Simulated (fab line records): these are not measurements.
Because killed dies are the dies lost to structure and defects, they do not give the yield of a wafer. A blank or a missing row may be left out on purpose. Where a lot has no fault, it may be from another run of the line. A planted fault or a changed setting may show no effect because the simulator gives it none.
Split-lot experiment + flow rit cmos + on a route of 202 steps: 5 lots, 23 wafers read

ABOUT THE SPLIT
At RIT_PLDD_SOFTBAKE_02 (time 60 s), the setting temp c was moved away from the recipe's 90 C on 8 of the 23 wafers read, by -3.5% to +2.2%. For the rest of the wafers, this setting stayed at what the recipe calls for.

FROM THE SPLIT TO THE READING: what the file shows between them, 2 steps
- RIT_PLDD_EXPOSE_03: exposes mask M8, target cd 40900 nm
- RIT_PLDD_PEB_04

THE READING
NOVOLAK_of_PLDD_COAT_01.thk nm (the simulator's own value, which no gauge read), in nm, at RIT_PLDD_DEVELOP_05 (develop time 50 s). The file gives no usual value for it. Average 999.1 nm, standard deviation 2 nm, over the 15 wafers here run with the recipe.

| wafer  | tool, chamber at the split | temp c as run, C | against the recipe | NOVOLAK_of_PLDD_COAT_01.thk nm, nm | against lot-mates on the recipe |
|--------|----------------------------|------------------|--------------------|------------------------------------|---------------------------------|
| L077.1 | litho track-02, 0          | 90               | recipe             | 999.9                              | -                               |
| L077.2 | litho track-02, 0          | 90               | recipe             | 997.6                              | -                               |
| L077.3 | litho track-02, 0          | 90               | recipe             | 1001                               | -                               |
| L077.5 | litho track-02, 0          | 90               | recipe             | 1000                               | -                               |
| L077.6 | litho track-02, 0          | 90               | recipe             | 1000                               | -                               |
| L079.1 | litho track-02, 0          | 87.54            | -2.7%              | 1007                               | +5.5                            |
| L079.2 | litho track-02, 0          | 87.54            | -2.7%              | 1006                               | +4.5                            |
| L079.4 | litho track-02, 0          | 87.54            | -2.7%              | 1008                               | +6.5                            |
| L079.5 | litho track-02, 0          | 90               | recipe             | 1000                               | -                               |
| L079.6 | litho track-02, 0          | 90               | recipe             | 1003                               | -                               |
| L082.1 | litho track-01, 0          | 86.87            | -3.5%              | 1010                               | +10.2                           |
| L082.2 | litho track-01, 0          | 90               | recipe             | 999.7                              | -                               |
| L082.3 | litho track-01, 0          | 90               | recipe             | 997.7                              | -                               |
| L082.4 | litho track-01, 0          | 90               | recipe             | 1002                               | -                               |
| L082.5 | litho track-01, 0          | 86.87            | -3.5%              | 1011                               | +11.2                           |
| L083.1 | litho track-02, 0          | 90               | recipe             | 996.3                              | -                               |
| L083.5 | litho track-02, 0          | 90               | recipe             | 996.1                              | -                               |
| L083.6 | litho track-02, 0          | 90               | recipe             | 997.9                              | -                               |
| L085.2 | litho track-02, 0          | 91.97            | +2.2%              | 992.3                              | -5.2                            |
| L085.3 | litho track-02, 0          | 90               | recipe             | 997.4                              | -                               |
| L085.4 | litho track-02, 0          | 91.97            | +2.2%              | 991.6                              | -5.9                            |
| L085.5 | litho track-02, 0          | 90               | recipe             | 997.7                              | -                               |
| L085.6 | litho track-02, 0          | 91.97            | +2.2%              | 991                                | -6.5                            |

THE FIT
A straight line over all 23 wafers: NOVOLAK_of_PLDD_COAT_01.thk nm changes by -3.19 nm for each +1% of temp c; r = -0.95; the points scatter about the line by 1.7 nm.
The same after taking each lot's own level away (the mean of its wafers on the recipe; 23 wafers): -2.61 nm for each +1%; r = -0.95; scatter 1.4 nm.
According to that fit, moving temp c by its largest amount changes the reading by 9.1 nm.
Across the lots, their own levels run from 996.77 to 1001.50 nm, a range of 2.4 times the standard deviation given above.
So the lot-to-lot level changes the slope: the two fits differ.
Check: +8.66 nm against its lot-mates is what the line predicts for one of the wafers moved furthest among these (-3.5%) when that wafer is left out of the fit. It came out at +10.2 nm against them.

THE OTHER SPLITS THESE WAFERS WENT THROUGH
Other splits were also applied to these wafers ahead of the reading. Each is held against what the fit with the lots' levels taken away leaves over:
| other split on the same wafers    | wafers away from the commonest value | r with NOVOLAK_of_PLDD_COAT_01.thk nm (lot level and that fit taken away) |
|-----------------------------------|--------------------------------------|---------------------------------------------------------------------------|
| RIT_ACTIVE_OXIDATION_01 ox time s | 15                                   | +0.11                                                                     |
| RIT_ACTIVE_COAT_06 resist thk nm  | 11                                   | -0.25                                                                     |
| RIT_PRETRO_SOFTBAKE_02 temp c     | 10                                   | -0.03                                                                     |
| RIT_PRETRO_IMPLANT_08 dose cm2    | 6                                    | -0.02                                                                     |
| RIT_GATE_EXPOSE_13 dose mj        | 8                                    | -0.13                                                                     |
| RIT_REOX_OXIDATION_03 temp c      | 18                                   | -0.24                                                                     |

THE FILE'S OWN FIT
NOVOLAK_of_PLDD_COAT_01.thk nm changes by -2.69 nm for each +1% of temp c, r = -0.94.
